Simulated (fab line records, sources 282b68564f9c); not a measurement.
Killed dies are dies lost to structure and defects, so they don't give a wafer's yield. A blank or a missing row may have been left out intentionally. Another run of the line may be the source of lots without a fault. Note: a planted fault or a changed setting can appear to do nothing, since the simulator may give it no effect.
Which of the tools did it? :: flow rit_cmos :: 7 lots, 21 wafers sampled, at 2 steps of a route of 202

## WHAT EACH GAUGE READ, for each wafer
RIT_SILICIDE_RS_MEAS_02: uses a four-point probe to measure.
lot: L541
measured: day 3 14:52
on: film_metro-03
SILICIDE_TI_RS (ohm/sq): 50.9 50.9 50.1

lot: L543
measured: day 4 01:44
on: film_metro-03
SILICIDE_TI_RS (ohm/sq): 50.5 50.7 50.7

lot: L545
measured: day 4 08:34
on: film_metro-04
SILICIDE_TI_RS (ohm/sq): 52.0 52.1 52.0

lot: L548
measured: day 5 01:40
on: film_metro-01
SILICIDE_TI_RS (ohm/sq): 52.8 53.1 52.6

lot: L552
measured: day 5 19:47
on: film_metro-03
SILICIDE_TI_RS (ohm/sq): 52.6 52.9 53.2

lot: L558
measured: day 7 02:41
on: film_metro-04
SILICIDE_TI_RS (ohm/sq): 58.3 57.9 57.7

lot: L561
measured: day 7 18:31
on: film_metro-04
SILICIDE_TI_RS (ohm/sq): 51.0 51.0 50.9

## TOOL THAT RAN EACH LOT (tool first, then ch and the chambers of the sampled wafers, then the start)
lot: L541
RIT_SILICIDE_SPUTTER_01: pvd_sputter-02, day 3 14:41

lot: L543
RIT_SILICIDE_SPUTTER_01: pvd_sputter-02, day 4 01:35

lot: L545
RIT_SILICIDE_SPUTTER_01: pvd_sputter-02, day 4 08:25

lot: L548
RIT_SILICIDE_SPUTTER_01: pvd_sputter-04, day 5 01:27

lot: L552
RIT_SILICIDE_SPUTTER_01: pvd_sputter-04, day 5 19:35

lot: L558
RIT_SILICIDE_SPUTTER_01: pvd_sputter-04, day 7 02:32

lot: L561
RIT_SILICIDE_SPUTTER_01: pvd_sputter-02, day 7 18:22
- RIT_SILICIDE_SPUTTER_01: material Ti, target thk 30 nm, time 240 s.

## THE ANSWER, worked out from the rows above alone
Rule: what is usual is taken from the lots themselves. Put in order of their means at a reading, lots are off if they are a third of the lots or fewer, leave a main group of 4 or more, and stand apart from it by a gap of 3 or more times the standard deviation of the main group's means; of several such gaps the widest counts. If all means in a main group match to the digits the tables above print for the reading, that group is not used. Also off: a lot with no number at a reading for which 4 or more lots have one. The other lots that the step has rows for count as sound.
Off: at RIT_SILICIDE_RS_MEAS_02 (SILICIDE_TI_RS), L558. The main group has a mean of 51.7 ohm/sq with a standard deviation of 0.97.
A tool fits if, at a process step before that reading, it ran every lot that is off, and no sound lot after the first of them. The gauges at RIT_SILICIDE_RS_MEAS_02 are tried like those tools. One fits: RIT_SILICIDE_SPUTTER_01 on pvd_sputter-04. Its last sound lot is L552 (day 5 19:35), its first lot that is off L558 (day 7 02:32): a fault that began between those two fits.

## WHAT THE SIMULATOR HAD PUT IN
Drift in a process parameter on pvd_sputter-04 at RIT_SILICIDE_SPUTTER_01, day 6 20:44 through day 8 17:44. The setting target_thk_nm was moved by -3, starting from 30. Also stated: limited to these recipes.
Shown lots that were struck: L558. The rule given above showed the same thing.
